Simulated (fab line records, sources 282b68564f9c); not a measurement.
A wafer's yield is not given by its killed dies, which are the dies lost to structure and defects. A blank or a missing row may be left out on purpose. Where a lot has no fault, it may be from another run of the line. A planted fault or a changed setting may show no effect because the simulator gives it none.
Struck lot and sound lot, side by side / flow rit-cmos / 14 steps out of a route of 202
Sound: wafers L491.3, L491.4, L491.5. Struck: wafers L500.1, L500.3, L500.6. Last of all comes the cause.
At each step with rows: each side's tool, then ch and its chambers, then its first start. Under that, the readings that differ: sound wafers / struck wafers / difference of the means / sigmas: that difference in standard deviations of wafers without a fault.
alike: readings whose means differ by less than 2 such deviations, and words and numbers that are the same on both sides. not compared: withheld readings, readings that some wafer has no value for, bounds like >300 that may hide the same value, and numbers for which the record gives no deviation and whose values overlap.
Wherever a step has rows on one side only, a row that says differs or no value, or a row with sigmas, the two part there. When numbers do not overlap yet have no deviation, they are printed without sigmas and do not part them. A reading missing from all wafers of one side parts the sides only when that side holds two or more wafers.

first, 1 step without rows for these wafers: RIT_NSD_IMPLANT_08.
RIT_NSD_STRIP_09: strips in O2, time 180 s.
  sound on plasma-asher-01 ch 0,1, day 3 14:22; struck on plasma-asher-03 ch 0, day 5 10:50
reading=run-length-s (s); sound=208.4 207.9 208.9; struck=207.6 207.7 207.6; difference=-0.8; sigmas=-2
  alike: chamber-pressure-mTorr, drypump-motor-current-A
  not compared: rf-hours-counter-h
RIT_NSD_TW_MEAS_10:
  struck on film-metro-01, day 5 11:01; sound on film-metro-04, day 3 14:30
  alike: NSD_TW
then, 6 steps without rows for these wafers: RIT_PSD_HMDS_00 (prime time 60 s); RIT_PSD_COAT_01 (resist thk 1000 nm); RIT_PSD_SOFTBAKE_02 (time 60 s); RIT_PSD_EXPOSE_03 (exposes mask M10, target cd 40900 nm); RIT_PSD_PEB_04; RIT_PSD_DEVELOP_05 (develop time 50 s).
RIT_PSD_OVL_MEAS_06:
  struck on overlay-01, day 5 11:55; sound on overlay-02, day 3 15:24
  alike: PSD_OVL
then, 2 steps without rows for these wafers: RIT_PSD_HARDBAKE_07 (time 60 s); RIT_PSD_IMPLANT_08.
RIT_PSD_STRIP_09: strips in O2, time 180 s.
  sound on plasma-asher-03 ch 0,1, day 3 15:47; struck on plasma-asher-03 ch 0,1, day 5 12:16
reading=run-length-s (s); sound=208.5 207.6 208.0; struck=117.4 117.1 117.0; difference=-90.9; sigmas=-99 or more
reading=model.NOVOLAK_of_PSD_COAT_01.thk-nm (nm); sound=0 0 0; struck=188.3 187.4 189.4; difference=+188.4; sigmas=
  alike: chamber-pressure-mTorr, drypump-motor-current-A
  not compared: rf-hours-counter-h
RIT_PSD_TW_MEAS_10:
  struck on film-metro-04, day 5 12:26; sound on film-metro-04, day 3 15:55
  alike: PSD_TW

## WHERE THEY PART
Last at RIT_PSD_STRIP_09 as far as this record goes, first at RIT_NSD_STRIP_09. Later steps at which nothing parts them and some readings are alike: RIT_PSD_TW_MEAS_10.

WHY: whatever the simulator had introduced
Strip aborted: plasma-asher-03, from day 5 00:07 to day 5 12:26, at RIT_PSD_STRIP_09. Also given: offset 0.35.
